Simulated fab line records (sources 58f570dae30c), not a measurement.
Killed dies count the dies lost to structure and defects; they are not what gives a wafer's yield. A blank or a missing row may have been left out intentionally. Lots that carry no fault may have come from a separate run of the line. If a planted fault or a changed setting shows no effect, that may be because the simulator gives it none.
What tool caused it? | flow berkeley-cmos170 | 45 wafers from 15 lots sampled at 2 of the route's 331 steps

== WHAT EACH GAUGE READ, for each wafer ==
UCB170_ACTIVE_OVL_MEAS_14. Usual: ACTIVE_OVL typically reads 0 nm, with standard deviation 4.6.
lot  | measured    | on         | ACTIVE_OVL (nm) | flag
L670 | day 4 03:28 | overlay-01 | -1 -2 -1        |
L671 | day 4 12:31 | overlay-01 | -7 -3 -1        |
L673 | day 5 00:04 | overlay-01 | 2 2 -4          |
L676 | day 5 16:13 | overlay-01 | 2 -6 -2         |
L675 | day 5 16:27 | overlay-02 | 1 1 0           |
L677 | day 5 23:45 | overlay-01 | 5 8 12          |
L678 | day 6 05:36 | overlay-02 | 2 4 1           |
L679 | day 6 05:52 | overlay-02 | 10 0 9          |
L680 | day 6 13:25 | overlay-02 | 6 2 -6          |
L681 | day 6 19:48 | overlay-02 | 3 3 0           |
L689 | day 8 12:40 | overlay-01 | -164 -160 -158  | OFF
L691 | day 8 19:37 | overlay-01 | -160 -158 -158  | OFF
L690 | day 8 19:44 | overlay-01 | 1 -1 8          |
L692 | day 8 20:01 | overlay-01 | -167 -160 -155  | OFF
L693 | day 9 08:55 | overlay-01 | -13 -6 -8       |

== WHAT TOOL EACH LOT RAN ON (gives the tool, then ch and the chambers of the sampled wafers, and finally the start) ==
lot  | UCB170_ACTIVE_EXPOSE_10
L670 | krf-scanner-01 ch 0, day 4 02:57
L671 | krf-scanner-02 ch 0, day 4 11:57
L673 | krf-scanner-01 ch 0, day 4 23:10
L676 | krf-scanner-01 ch 0, day 5 15:43
L675 | krf-scanner-02 ch 0, day 5 15:56
L677 | krf-scanner-01 ch 0, day 5 23:16
L678 | krf-scanner-01 ch 0, day 6 05:08
L679 | krf-scanner-02 ch 0, day 6 05:23
L680 | krf-scanner-01 ch 0, day 6 12:55
L681 | krf-scanner-02 ch 0, day 6 19:17
L689 | krf-scanner-02 ch 0, day 8 11:59
L691 | krf-scanner-02 ch 0, day 8 18:49
L690 | krf-scanner-01 ch 0, day 8 19:04
L692 | krf-scanner-02 ch 0, day 8 19:20
L693 | krf-scanner-01 ch 0, day 9 08:24
- UCB170_ACTIVE_EXPOSE_10: exposes mask ACTIVE, target cd 1200 nm.

== WHAT THE TOOLS THEMSELVES READ (means of the sampled wafers that have a number; where no wafer has one, the mark that the record gives instead) ==
The record holds no such reading with a usual standard deviation.

== THE ANSWER, worked out from the rows above alone ==
Rule: take the mean of a lot's wafers that have a number; if it is more than 3 standard deviations from the usual mean, the lot is off. A lot without any number at a reading at which 4 lots or more have one is off too. All remaining lots with rows at the step are treated as sound. First the gauges in route order, then the tools' own readings, where a lot's mean is used as printed above. At the first step where some lot is off, the reading lying furthest off is the one used; lots without a number count as furthest.
Off: L689, L691, L692, at UCB170_ACTIVE_OVL_MEAS_14 (ACTIVE_OVL).
A tool fits if, at a process step before that reading, it ran every lot that is off, and no sound lot after the first of them. The gauges at UCB170_ACTIVE_OVL_MEAS_14 are tried like those tools. One fits: krf-scanner-02 at UCB170_ACTIVE_EXPOSE_10. A fault onset in the window from L681 (day 6 19:17, its last sound lot) to L689 (day 8 11:59, its first lot off) fits.

== WHAT THE SIMULATOR HAD INSERTED ==
Scanner matching overlay: krf-scanner-02, from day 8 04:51 on, at UCB170_ACTIVE_EXPOSE_10. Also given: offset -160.
Shown lots that were struck: L689, L691, L692. The rule above found the same.
